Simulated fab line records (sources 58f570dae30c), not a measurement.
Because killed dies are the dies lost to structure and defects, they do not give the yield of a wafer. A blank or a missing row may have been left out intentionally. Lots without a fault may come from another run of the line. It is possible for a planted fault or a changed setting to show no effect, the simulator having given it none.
Matching of chambers / flow berkeley-cmos170 / UCB170_M3_ETCH_17 on rie-diel-03 has 4 sister chambers
The step etches BARC in N2/H2. 4 wafers are shown with their chamber, then 8 later ones without.

WAFERS WITH THEIR CHAMBER
wafer=L857.6; chamber=1; throttle-valve-pct (%)=13.31
wafer=L856.3; chamber=0; throttle-valve-pct (%)=13.33
wafer=L856.4; chamber=3; throttle-valve-pct (%)=13.47
wafer=L864.1; chamber=2; throttle-valve-pct (%)=13.13

WAFERS WHOSE CHAMBER IS MISSING
wafer=L864.2; throttle-valve-pct (%)=13.47
wafer=L864.4; throttle-valve-pct (%)=13.33
wafer=L866.3; throttle-valve-pct (%)=13.11
wafer=L866.4; throttle-valve-pct (%)=13.34
wafer=L866.5; throttle-valve-pct (%)=13.31
wafer=L871.2; throttle-valve-pct (%)=13.46
wafer=L871.4; throttle-valve-pct (%)=13.36
wafer=L871.6; throttle-valve-pct (%)=13.29

WHICH CHAMBER EACH ONE RAN IN
wafer=L864.2; from the rows above=3; in truth=3
wafer=L864.4; from the rows above=can't be placed: 0 or 1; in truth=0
wafer=L866.3; from the rows above=2; in truth=2
wafer=L866.4; from the rows above=can't be placed: 0 or 1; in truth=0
wafer=L866.5; from the rows above=can't be placed: 1 or 0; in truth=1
wafer=L871.2; from the rows above=3; in truth=3
wafer=L871.4; from the rows above=can't be placed: 0 or 1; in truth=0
wafer=L871.6; from the rows above=can't be placed: 1 or 0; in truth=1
3 of 8 placed correctly. These rows do not allow placing 5 (true chamber among the candidates in 5). Placed wrongly: 0.
How it was worked out, from the rows above alone: a wafer's distance from a chamber is the root of the sum, over the readings, of the square of ((its reading less the chamber's mean) divided by the reading's scatter). If the next closest chamber is less than 2 further off than the closest, the wafer can't be placed; otherwise it belongs to the closest. For every chamber, the mean is computed from those of its wafers that are shown. The scatter: root of mean squared gap, hidden wafer to nearest shown wafer, with one shown wafer a chamber.
